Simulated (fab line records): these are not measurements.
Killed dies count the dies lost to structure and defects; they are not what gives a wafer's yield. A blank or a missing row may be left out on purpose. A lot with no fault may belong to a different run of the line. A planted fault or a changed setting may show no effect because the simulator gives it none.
A single fault, viewed from 2 desks :: flow berkeleyCmos170 :: each desk has only its own numbers; what lay behind them comes last

== THE METROLOGY DESK ==
Lot by lot, what the gauges showed, no matter which tool ran the lot: averages of those sampled wafers that carry a number. Marked OUT: a lot whose mean sits more than 4 standard deviations from the usual mean, which makes it out of limits; the brackets give that distance.
Columns: A = PWELL_OVL at UCB170_PWELL_OVL_MEAS_13, usual 1 nm; B = NSD_OVL at UCB170_NSD_OVL_MEAS_07, usual -1 nm
lot: L137
first seen here: day 3 02:44
A: 3
B: -5

lot: L138
first seen here: day 3 03:02
A: -2
B: 4

lot: L140
first seen here: day 3 12:19
A: 13
B: -0

lot: L139
first seen here: day 3 12:32
A: 4
B: -6

lot: L141
first seen here: day 4 01:49
A: 3
B: 2

lot: L143
first seen here: day 4 13:13
A: 3
B: 4

lot: L144
first seen here: day 4 17:45
A: -2
B: -7

lot: L145
first seen here: day 4 17:51
A: 7
B: -1

lot: L148
first seen here: day 5 12:38
A: 4
B: 7

lot: L147
first seen here: day 5 12:46
A: 0
B: -5

lot: L149
first seen here: day 5 19:55
A: 1
B: 1

lot: L150
first seen here: day 5 20:31
A: -5
B: 1

lot: L151
first seen here: day 6 07:41
A: 7
B: 6

lot: L155
first seen here: day 7 00:14
A: -7
B: -3

lot: L158
first seen here: day 7 21:10
A: -6
B: -5

lot: L160
first seen here: day 8 05:05
A: -2
B: 1
Finding of this desk: none of the 16 lots has anything out of limits.

== DESK OF THE TOOL OWNER: wetBench-02 ==
The tool's own readings at UCB170_BACKSIDE_CLEAN_04 (cleans in SPM, time 600 s): means of the sampled wafers that have a number, for each lot that ran on this tool. Marked OUT: a lot whose mean sits more than 4 standard deviations from the usual mean, which makes it out of limits; the brackets give that distance.
Columns: A = tempC at UCB170_BACKSIDE_CLEAN_04, usual 120.03 C
lot: L141
first seen here: day 8 14:53
A: 119.95

lot: L145
first seen here: day 9 04:40
A: 119.99

lot: L143
first seen here: day 9 04:58
A: 119.99

lot: L144
first seen here: day 9 05:09
A: 120.00

lot: L150
first seen here: day 10 12:29
A: 120.04

lot: L148
first seen here: day 10 12:40
A: 120.25

lot: L147
first seen here: day 10 12:56
A: 119.96

lot: L149
first seen here: day 10 13:08
A: 119.99
Finding of this desk: none of the 8 lots has anything out of limits.

== ALL TOGETHER ==
Metrology desk: nothing out of limits seen.
The desk of the tool owner found nothing out of limits.

== WHAT THE SIMULATOR HAD PUT IN ==
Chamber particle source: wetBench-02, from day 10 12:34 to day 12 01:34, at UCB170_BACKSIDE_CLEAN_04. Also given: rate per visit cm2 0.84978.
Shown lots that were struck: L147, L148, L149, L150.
